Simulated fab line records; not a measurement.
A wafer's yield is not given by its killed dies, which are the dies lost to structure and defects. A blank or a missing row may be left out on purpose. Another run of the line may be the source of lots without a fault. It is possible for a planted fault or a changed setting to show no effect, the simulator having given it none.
Comparing a struck lot with a sound one / flow rit_cmos / 17 steps out of a route of 202
Sound: wafers L306.1, L306.2, L306.5. Wafers L309.3, L309.4, L309.5 were the ones struck. The cause is named last.
Each step with rows lists, per side, the tool, then ch with its chambers, then its first start. Under that, the readings that differ: sound wafers / struck wafers / difference of the means / sigmas: that difference in standard deviations of wafers without a fault.
alike: same words and numbers on both sides, and readings whose means sit less than 2 such deviations apart. not compared: any withheld reading, any reading some wafer has no value for, any bound like >300 that may hide the same value, and any number with overlapping values for which the record gives no deviation.
A row with sigmas, a row that says differs or no value, or rows on one side alone: a step with any of these is where the two part. When numbers do not overlap yet have no deviation, they are printed without sigmas and do not part them. A reading that every wafer of one side lacks parts them only if that side has two wafers or more.

first, 1 step without rows for these wafers: RIT_PWELL_DEVELOP_05 (develop time 68 s).
RIT_PWELL_OVL_MEAS_06:
  struck on overlay-02, day 4 20:56; sound on overlay-01, day 4 00:05
reading=PWELL_OVL (nm); sound=-2.1 -2.0 -3.0; struck=2.4 0.1 0.1; difference=+3.2; sigmas=+2
then, 2 steps without rows for these wafers: RIT_PWELL_HARDBAKE_07 (time 120 s); RIT_PWELL_IMPLANT_08.
RIT_PWELL_STRIP_09: strips in O2, time 180 s.
  sound on plasma_asher-02 ch 0,1, day 4 00:32; struck on plasma_asher-02 ch 0,1, day 4 21:25
  alike: drypump_motor_current_A
  not compared: rf_hours_counter_h
RIT_PWELL_TW_MEAS_10:
  struck on film_metro-02, day 4 21:33; sound on film_metro-04, day 4 00:42
  alike: PWELL_TW
then, 1 step without rows for these wafers: RIT_WELLDRIVE_ANNEAL_00 (time 14700 s).
RIT_WELLDRIVE_RS_MEAS_01: the measuring method here is four-point-probe.
  struck on film_metro-03, day 5 03:14; sound on film_metro-02, day 4 05:50
  alike: NWELL_RS
RIT_WELLDRIVE_RS_MEAS_02: the measuring method here is four-point-probe.
  struck on film_metro-03, day 5 03:21; sound on film_metro-02, day 4 05:58
reading=PWELL_RS (ohm/sq); sound=427.1 428.6 428.5; struck=431.7 430.5 431.1; difference=+3.0; sigmas=+3
then, 3 steps without rows for these wafers: RIT_NRETRO_HMDS_00 (prime time 60 s); RIT_NRETRO_COAT_01 (resist thk 1300 nm); RIT_NRETRO_SOFTBAKE_02 (time 60 s).
RIT_NRETRO_EXPOSE_03: exposes mask M4, target cd 43900 nm.
  sound on iline_stepper-02 ch 0, day 4 06:40; struck on iline_stepper-02 ch 0, day 5 03:55
reading=model.NRETRO.overlay_x_nm (nm); sound=0.7671 0.7671 0.7671; struck=420.1 420.1 420.1; difference=+419.3; sigmas=
  alike: mask, reticle_temp_C
then, 2 steps without rows for these wafers: RIT_NRETRO_PEB_04; RIT_NRETRO_DEVELOP_05 (develop time 68 s).
RIT_NRETRO_OVL_MEAS_06:
  struck on overlay-01, day 5 04:31; sound on overlay-02, day 4 07:05
reading=NRETRO_OVL (nm); sound=-1.6 -0.6 1.7; struck=419.3 418.3 419.4; difference=+419.2; sigmas=+99 or more
  not compared: hold
RIT_M1_PROBE_99:
  sound wafers here have rows in the record (prober-01, day 5 15:28); struck ones have none

## WHERE THEY PART
Earliest at RIT_PWELL_OVL_MEAS_06; latest, in this record, at RIT_M1_PROBE_99.

WHY: the cause the simulator had injected
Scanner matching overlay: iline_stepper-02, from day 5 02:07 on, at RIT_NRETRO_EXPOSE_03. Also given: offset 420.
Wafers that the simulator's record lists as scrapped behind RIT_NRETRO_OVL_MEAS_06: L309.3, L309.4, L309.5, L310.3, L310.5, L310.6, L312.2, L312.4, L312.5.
